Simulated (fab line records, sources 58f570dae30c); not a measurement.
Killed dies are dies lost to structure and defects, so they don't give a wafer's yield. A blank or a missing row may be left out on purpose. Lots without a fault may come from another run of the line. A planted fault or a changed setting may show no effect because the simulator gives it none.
Which tool did it? | flow berkeley_cmos170 | 14 lots, 42 wafers sampled, at 1 step of a route of 331

WHAT THE GAUGES READ, wafer by wafer
The record holds no reading of a measuring or inspecting step that can be judged against a usual standard deviation.

WHICH TOOL RAN EACH LOT (tool, then ch and the chambers of the sampled wafers, then the start)
lot  | UCB170_PSD_IMPLANT_08
L629 | implanter-04 ch 0, day 6 13:44
L630 | implanter-01 ch 0, day 6 14:04
L631 | implanter-03 ch 0, day 7 00:44
L632 | implanter-04 ch 0, day 7 05:19
L634 | implanter-01 ch 0, day 7 15:06
L633 | implanter-04 ch 0, day 7 19:27
L637 | implanter-03 ch 0, day 8 08:11
L639 | implanter-03 ch 0, day 9 03:01
L638 | implanter-01 ch 0, day 9 03:15
L640 | implanter-01 ch 0, day 9 08:35
L648 | implanter-04 ch 0, day 10 19:15
L647 | implanter-03 ch 0, day 10 19:16
L650 | implanter-04 ch 0, day 11 09:26
L651 | implanter-04 ch 0, day 11 10:00
- UCB170_PSD_IMPLANT_08

WHAT THE TOOLS THEMSELVES READ (means of the sampled wafers that have a number; where no wafer has one, the mark that the record gives instead)
UCB170_PSD_IMPLANT_08.
lot  | tool         | beam_on_s (s) | tilt_deg (degrees)
L629 | implanter-04 | 10.08         | 6.978
L630 | implanter-01 | 10.10         | 6.977
L631 | implanter-03 | 9.95          | 7.002
L632 | implanter-04 | 10.12         | 7.011
L634 | implanter-01 | 10.27         | 6.996
L633 | implanter-04 | 10.02         | 7.016
L637 | implanter-03 | 9.78          | 7.005
L639 | implanter-03 | 10.12         | 6.976
L638 | implanter-01 | 9.75          | 6.344
L640 | implanter-01 | 10.00         | 6.368
L648 | implanter-04 | 10.11         | 7.019
L647 | implanter-03 | 10.15         | 7.009
L650 | implanter-04 | 10.05         | 6.983
L651 | implanter-04 | 10.01         | 7.013

THE ANSWER, worked out from the rows above alone
Rule: what is usual is taken from the lots themselves. Put in order of their means at a reading, lots are off if they are a third of the lots or fewer, leave a main group of 4 or more, and stand apart from it by a gap of 3 or more times the standard deviation of the main group's means; of several such gaps the widest counts. A main group whose means are all the same, to the digits that the tables above print for the reading, isn't used. A lot without any number at a reading at which 4 lots or more have one is off too. The other lots that the step has rows for count as sound. The gauges are gone through in route order, then the tools' own readings, and for those a lot's mean is taken as printed above. The first step at which some lot is off is used, and at that step the reading that is off furthest; a lot without a number counts as furthest.
Off: L638, L640, at UCB170_PSD_IMPLANT_08 (tilt_deg). The main group: mean 6.999 degrees, standard deviation 0.016.
A tool fits if, at that step or a process step before it, it ran every lot that is off, and no sound lot after the first of them. One fits: implanter-01 at UCB170_PSD_IMPLANT_08. Its last sound lot is L634 (day 7 15:06), its first lot that is off L638 (day 9 03:15): a fault that began between those two fits.
The tool's own readings at UCB170_PSD_IMPLANT_08 bear it out: on the lots that are off they differ by more than 5 times the standard deviation of the sound lots' means. tilt_deg reads 6.356 degrees there against 6.999 degrees on the sound lots.

WHAT THE SIMULATOR HAD PUT IN
Process parameter drift: implanter-01, from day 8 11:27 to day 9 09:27, at UCB170_PSD_IMPLANT_08. Setting tilt_deg, moved by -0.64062, from 7. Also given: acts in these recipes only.
Lots struck among those shown: L638, L640. The rule above found the same.
